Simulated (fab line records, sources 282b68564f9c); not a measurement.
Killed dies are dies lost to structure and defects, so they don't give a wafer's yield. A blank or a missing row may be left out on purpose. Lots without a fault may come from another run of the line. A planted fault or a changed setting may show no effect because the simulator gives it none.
fab line records | flow rit_cmos
record lots=5 wafers=15 last_day=7
route steps=202 shown GATE@83 M1@202
lots that met no fault: from a run of the same line without faults
start_h: hours from the record's first day to the start of the lot's first wafer shown | wait_h: hours since the lot's step before | " the same as in the row above | L1.1+2: a row that stands for several wafers | - no value, or no start given | * or withheld: withheld | < > ~ a bound
route shown NAME@n: a module of which the file shows steps, and the number in the route of the first | usual: mean/standard deviation of fault-free wafers | same: alike in all rows | chamber/n: place in a boat | sites: the reading at each site | _std_site: their standard deviation | _edge_site: outer sites' mean less inner sites' | radius_mm: how far each site lies from the wafer's centre | mask NAME#n: copy n | behind: the tool/chamber that last shaped the wafer | hold: why the lot was held/for how many hours/how that ended | device: the transistor (n, p or np) that didn't switch | end of line: the same wafers' tests at the end of the route | a step without rows: its recipe alone | killed: dies lost to structure and defects at the first sort, not the wafer's yield | map: a wafer's dies, x killed, . not, _ none there
set.NAME: the setting as run; set.NAME@STEP: as run at that earlier step | model.NAME: the simulator's own value behind a step, which no gauge read
lots at some steps of the route; a table a step, a row a wafer
services: from which hour (start_h, from the record's first day; less than 0 if before it) a tool's chamber was out of use, for how many hours, and why
## steps
# step RIT_GATE_THK_MEAS_07
# recipe reads=SiO2_of_GATE_OXIDATION_05
# usual GATE_OXIDE_THK=3.02/0.069
# columns lot.wafer tool chamber start_h wait_h GATE_OXIDE_THK[nm]
L516.1 film_metro-01 - 74.56 0.0 2.97
L516.2 " - " " 2.92
L516.4 " - " " 2.96
L522.1 film_metro-03 - 103.99 0.0 3.04
L522.2 " - " " 3.01
L522.4 " - " " 3.04
L524.1 film_metro-01 - 113.89 0.0 3.03
L524.2 " - " " 2.94
L524.5 " - " " 3.03
L526.1 film_metro-01 - 124.11 0.0 2.97
L526.2 " - " " 3.01
L526.4 " - " " 3.02
L531.4 film_metro-04 - 148.24 0.0 2.88
L531.5 " - " " 2.89
L531.6 " - " " 2.93
# step RIT_GATE_CVD_08
# recipe material=poly-Si target_thk_nm=250 temp_c=610 precursor=SiH4 time_s=2220 pressure_mtorr=300 sih4_flow_sccm=100
# step RIT_GATE_THK_MEAS_09
# recipe reads=poly-Si_of_GATE_CVD_08
# usual GATE_POLY_THK=249.3/2.4
# columns lot.wafer tool chamber start_h wait_h GATE_POLY_THK[nm]
L516.1 film_metro-04 - 76.23 0.0 251.6
L516.2 " - " " 250.1
L516.4 " - " " 251.0
L522.1 film_metro-04 - 106.48 0.0 248.3
L522.2 " - " " 248.4
L522.4 " - " " 246.6
L524.1 film_metro-04 - 115.57 0.0 246.8
L524.2 " - " " 244.6
L524.5 " - " " 245.9
L526.1 film_metro-04 - 125.86 0.0 249.6
L526.2 " - " " 248.6
L526.4 " - " " 246.5
L531.4 film_metro-03 - 149.91 0.0 249.7
L531.5 " - " " 249.5
L531.6 " - " " 251.6
# step RIT_GATE_HMDS_10
# recipe prime_time_s=60 prime_temp_c=140
# step RIT_GATE_COAT_11
# recipe resist=NOVOLAK spin_rpm=4250 resist_thk_nm=850
# step RIT_GATE_SOFTBAKE_12
# recipe resist=NOVOLAK temp_c=90 time_s=60
# step RIT_GATE_EXPOSE_13
# recipe mask_id=M6 na=0.6 source_shape=conventional sigma_outer=0.6 target_cd_nm=150 dose_mj=380
# step RIT_GATE_PEB_14
# recipe resist=NOVOLAK temp_c=withheld time_s=withheld
# step RIT_GATE_DEVELOP_15
# recipe resist=NOVOLAK develop_time_s=50 dev_temp_c=23
# step RIT_GATE_CD_MEAS_16
# recipe target_cd_nm=150
# usual cd_nm=149.9/2.2
# columns lot.wafer tool chamber start_h wait_h cd_nm
L516.1 cd_sem-01 - 77.28 - 150.0
L516.2 " - " " 149.8
L516.4 " - " " 149.6
L522.1 cd_sem-02 - 107.39 - 149.1
L522.2 " - " " 149.5
L522.4 " - " " 150.1
L524.1 cd_sem-01 - 116.68 - 150.4
L524.2 " - " " 152.8
L524.5 " - " " 154.2
L526.1 cd_sem-02 - 126.76 - 154.3
L526.2 " - " " 151.5
L526.4 " - " " 153.3
L531.4 cd_sem-02 - 150.85 - 150.6
L531.5 " - " " 150.1
L531.6 " - " " 151.8
# step RIT_GATE_OVL_MEAS_17
# usual GATE_OVL=0.6/1.4
# columns lot.wafer tool chamber start_h wait_h GATE_OVL[nm]
L516.1 overlay-02 - 77.40 0.1 0.4
L516.2 " - " " 1.5
L516.4 " - " " 1.7
L522.1 overlay-02 - 107.51 0.1 0.3
L522.2 " - " " 0.9
L522.4 " - " " 0.4
L524.1 overlay-01 - 116.80 0.1 -0.1
L524.2 " - " " -2.1
L524.5 " - " " 1.0
L526.1 overlay-01 - 126.88 0.1 3.3
L526.2 " - " " 3.4
L526.4 " - " " 1.9
L531.4 overlay-01 - 150.93 0.1 -0.8
L531.5 " - " " -0.2
L531.6 " - " " -0.3
# step RIT_GATE_HARDBAKE_18
# recipe resist=NOVOLAK temp_c=140 time_s=60
# step RIT_GATE_ETCH_19
# recipe chemistry=SF6/CHF3/O2 time_s=165 SF6_flow_sccm=30 CHF3_flow_sccm=30 O2_flow_sccm=5 target=poly-Si pressure_mtorr=40 rf_w=160 target_depth_a=3125 over_etch_frac=0.25 stop_on=SiO2
# usual drypump_motor_current_A=5.5/0.54 oes_product_au=0.849/0.014 run_length_s=193.5/0.42 throttle_valve_pct=10.26/0.15
# columns lot.wafer tool chamber start_h wait_h drypump_motor_current_A oes_product_au rf_hours_counter_h run_length_s throttle_valve_pct model.NOVOLAK_of_GATE_COAT_11.thk_nm
L516.1 rie_si-01 1 77.59 0.1 5.8 0.835 157 192.7 10.43 668.1
L516.2 " 2 " " 5.7 0.863 140 194.0 10.28 667
L516.4 " 0 " " 6.5 0.859 82 193.0 10.40 667.8
L522.1 rie_si-01 2 107.69 0.1 5.7 0.730 140 239.7 10.26 650.5
L522.2 " 0 " " 6.6 0.857 83 192.9 10.39 671.8
L522.4 " 3 " " 5.6 0.855 42 193.2 10.47 678.4
L524.1 rie_si-02 3 116.98 0.1 5.3 0.828 101 193.7 10.38 666.3
L524.2 " 1 " " 4.9 0.844 2 193.9 10.31 671.2
L524.5 " 2 " " 5.0 0.855 - 193.6 10.06 669.8
L526.1 rie_si-02 0 127.07 0.1 6.1 0.829 67 194.6 10.06 669.3
L526.2 " 3 " " 5.3 0.847 101 193.6 10.37 666.4
L526.4 " 2 " " 5.0 0.859 77 193.9 10.06 670.6
L531.4 rie_si-02 1 151.10 0.1 4.9 0.863 3 193.5 10.29 669.3
L531.5 " 1 " " 4.9 0.853 - 193.6 10.30 671.6
L531.6 " 0 " " 6.1 0.836 - 193.8 10.06 669.7
# step RIT_GATE_STRIP_20
# recipe chemistry=O2 time_s=180 resist=NOVOLAK platen_temp_c=withheld power_w=500 pressure_mtorr=4000 o2_flow_sccm=4000
# usual drypump_motor_current_A=5.6/0.5
# columns lot.wafer tool chamber start_h wait_h drypump_motor_current_A rf_hours_counter_h
L516.1 plasma_asher-03 0 77.70 0.1 5.6 43
L516.2 " 1 " " 5.6 43
L516.4 " 0 " " 5.6 -
L522.1 plasma_asher-01 0 107.80 0.1 5.2 46
L522.2 " 1 " " 5.3 46
L522.4 " 1 " " 5.3 -
L524.1 plasma_asher-02 1 117.09 0.1 6.6 48
L524.2 " 0 " " 5.2 48
L524.5 " 0 " " 5.2 -
L526.1 plasma_asher-02 1 127.18 0.1 6.6 49
L526.2 " 0 " " 5.3 49
L526.4 " 0 " " 5.3 -
L531.4 plasma_asher-01 1 151.27 0.1 5.3 -
L531.5 " 0 " " 5.2 -
L531.6 " 1 " " 5.3 -
# step RIT_M1_PROBE_99
# usual killed_at_M0_to_M3=0.0/0.14 killed_at_front_end=7/3.4 killed_dies=7/3.4 killed_open=3.3/2 killed_short=3.8/2.4
# same gross_dies=264 killed_at_M4_up=0 killed_at_back_side=0 killed_at_contacts=0 killed_at_other=0
# columns lot.wafer tool chamber start_h wait_h killed_at_M0_to_M3 killed_at_front_end killed_dies killed_open killed_short model.etest.pmos_turned.r_on_ohm_um model.etest.pmos_0p15.r_on_ohm_um model.etest.pmos_0p15.drive_ua_um model.etest.pmos_turned.drive_ua_um model.etest.nmos_0p15.drive_ua_um model.etest.pwell_pinched.rs_ohm_sq model.etest.nwell_pinched.rs_ohm_sq model.etest.pmos_0p15.swing_mv_dec
L516.1 prober-02 - 97.85 0.1 0 6 6 2 4 3301 2714 265.1 201.1 477.4 459.6 341.4 84.21
L516.2 prober-02 - 97.90 0.1 0 13 13 8 5 3206 2628 269.4 206.6 482.8 455.5 338.5 83.96
L516.4 prober-02 - 98.00 0.2 0 7 7 3 4 3369 2721 261.7 199.7 475.3 457.3 342.6 84.04
L522.1 prober-02 - 127.45 0.1 0 5 5 3 2 2995 2470 296.6 232 497.7 473.1 351.1 86.9
L522.2 prober-02 - 127.50 0.1 1 10 11 3 7 3234 2653 266.2 205.8 481.3 455.8 336.2 84.55
L522.4 prober-02 - 127.60 0.2 0 9 9 6 3 3260 2671 264.1 201.5 471.2 446.1 333 84.09
L524.1 prober-02 - 137.14 0.1 0 5 5 2 3 3440 2813 254.4 192.9 457.1 471 345.9 84.13
L524.2 prober-02 - 137.19 0.1 1 7 8 4 3 3451 2825 250.6 193.6 456.8 464.3 342.7 83.7
L524.5 prober-02 - 137.34 0.2 0 7 7 7 0 3428 2815 248.8 188.9 454.6 463.6 338.4 83.84
L526.1 prober-02 - 147.07 0.1 0 11 11 4 7 3364 2738 254.1 195 452.6 453.8 337.4 83.78
L526.2 prober-02 - 147.12 0.1 0 8 8 5 3 3332 2732 261.4 198 464.2 466.7 341.8 83.89
L526.4 prober-02 - 147.22 0.2 0 17 17 7 10 3433 2816 247.6 190.8 449.1 463.1 336.7 83.82
L531.4 prober-01 - 171.11 0.2 0 8 8 2 6 3213 2610 272.5 210.9 483.5 453.6 338.3 83.77
L531.5 prober-01 - 171.16 0.2 0 8 8 7 1 3160 2586 275.2 210.6 494.1 452.7 336.8 83.25
L531.6 prober-01 - 171.21 0.2 0 9 9 3 5 3245 2671 266 205.4 481.6 456 333.1 83.69
# killed by level:class
L516.1 REOX:geometric_particle:short=2 FOX1:geometric_particle:short=1 SPACER:geometric_particle:open=1 SPACER:geometric_particle:short=1 SILICIDE:geometric_particle:open=1
L516.2 GATE:geometric_particle:open=4 GATE:geometric_particle:short=3 REOX:geometric_particle:short=2 SPACER:geometric_particle:open=2 FOX1:geometric_particle:open=1 FOX2:geometric_particle:open=1
L516.4 REOX:geometric_particle:short=3 REOX:geometric_particle:open=2 SPACER:geometric_particle:open=1 SPACER:geometric_particle:short=1
L522.1 GATE:geometric_particle:open=2 ACTIVE:geometric_particle:open=1 REOX:geometric_particle:short=1 SPACER:geometric_particle:short=1
L522.2 FOX2:geometric_particle:short=4 GATE:geometric_particle:open=2 REOX:geometric_particle:short=2 GATE:geometric_particle:short=1 REOX:geometric_particle:open=1 M1:coat_microbubble_printed=1
L522.4 GATE:geometric_particle:open=6 GATE:geometric_particle:short=2 REOX:geometric_particle:short=1
L524.1 GATE:geometric_particle:open=2 GATE:geometric_particle:short=1 SPACER:geometric_particle:short=1 SILICIDE:geometric_particle:short=1
L524.2 SPACER:geometric_particle:open=2 SPACER:geometric_particle:short=2 FOX1:geometric_particle:short=1 GATE:geometric_particle:open=1 REOX:geometric_particle:open=1 M1:coat_microbubble_printed=1
L524.5 GATE:geometric_particle:open=4 SILICIDE:geometric_particle:open=2 REOX:geometric_particle:open=1
L526.1 FOX1:geometric_particle:short=4 GATE:geometric_particle:short=3 GATE:geometric_particle:open=3 SPACER:geometric_particle:open=1
L526.2 GATE:geometric_particle:short=3 GATE:geometric_particle:open=3 FOX2:geometric_particle:open=1 SILICIDE:geometric_particle:open=1
L526.4 GATE:geometric_particle:short=6 GATE:geometric_particle:open=4 FOX1:geometric_particle:short=3 FOX1:geometric_particle:open=1 REOX:geometric_particle:short=1 SPACER:geometric_particle:open=1 SILICIDE:geometric_particle:open=1
L531.4 SILICIDE:geometric_particle:short=3 FOX1:geometric_particle:short=1 FOX1:geometric_particle:open=1 FOX2:geometric_particle:short=1 GATE:geometric_particle:short=1 SPACER:geometric_particle:open=1
L531.5 FOX1:geometric_particle:open=3 SPACER:geometric_particle:open=3 GATE:geometric_particle:open=1 SILICIDE:geometric_particle:short=1
L531.6 FOX1:geometric_particle:short=2 GATE:geometric_particle:open=2 SPACER:geometric_particle:short=2 GATE:geometric_particle:short=1 SILICIDE:geometric_particle:open=1 ACTIVE:coat_microbubble_printed=1
## services
# columns tool chamber start_h hours kind
rie_si-01 1 78.40 - clean
rie_si-01 1 78.40 29.2 scheduled_down
rie_si-01 1 78.40 29.2 vent_cycle
rie_si-02 - 86.24 0.4 repair
plasma_asher-03 - 108.75 9.0 pm
plasma_asher-03 0 108.75 9.0 vent_cycle
plasma_asher-03 1 108.75 9.0 vent_cycle
rie_si-01 - 116.28 28.1 pm
plasma_asher-03 0 117.75 - clean
plasma_asher-03 1 117.75 - clean
plasma_asher-03 - 137.99 23.6 repair
rie_si-01 2 148.16 5.4 repair
## key
first_sign step=RIT_GATE_ETCH_19 reading=run_length_s direction=up sigmas=99+ usual=* struck=*
effect step=RIT_GATE_ETCH_19 reading=oes_product_au direction=down sigmas=8.6 usual=0.849 struck=0.730
model_effect step=RIT_GATE_ETCH_19 value=NOVOLAK_of_GATE_COAT_11.thk_nm without=674.1 struck=650.5
model_effect step=RIT_M1_PROBE_99 value=etest.pmos_turned.r_on_ohm_um without=3257 struck=2995
met_at RIT_GATE_ETCH_19
struck_wafers L522.1
tester_left_out L522
onset_between 77.59 107.69
fault kind=process_parameter_drift tool=rie_si-01 chamber=2 onset_h=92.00 steps=RIT_GATE_ETCH_19 channel=time_s offset=* shape=step end_h=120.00 stated=*
# tester_left_out: of these lots the tester's yield and bins aren't shown, on N5 and GAA mostly nor the transistor test; their killed dies are dies lost to structure and defects alone, not to doping, threshold or leakage, so they don't give the yield
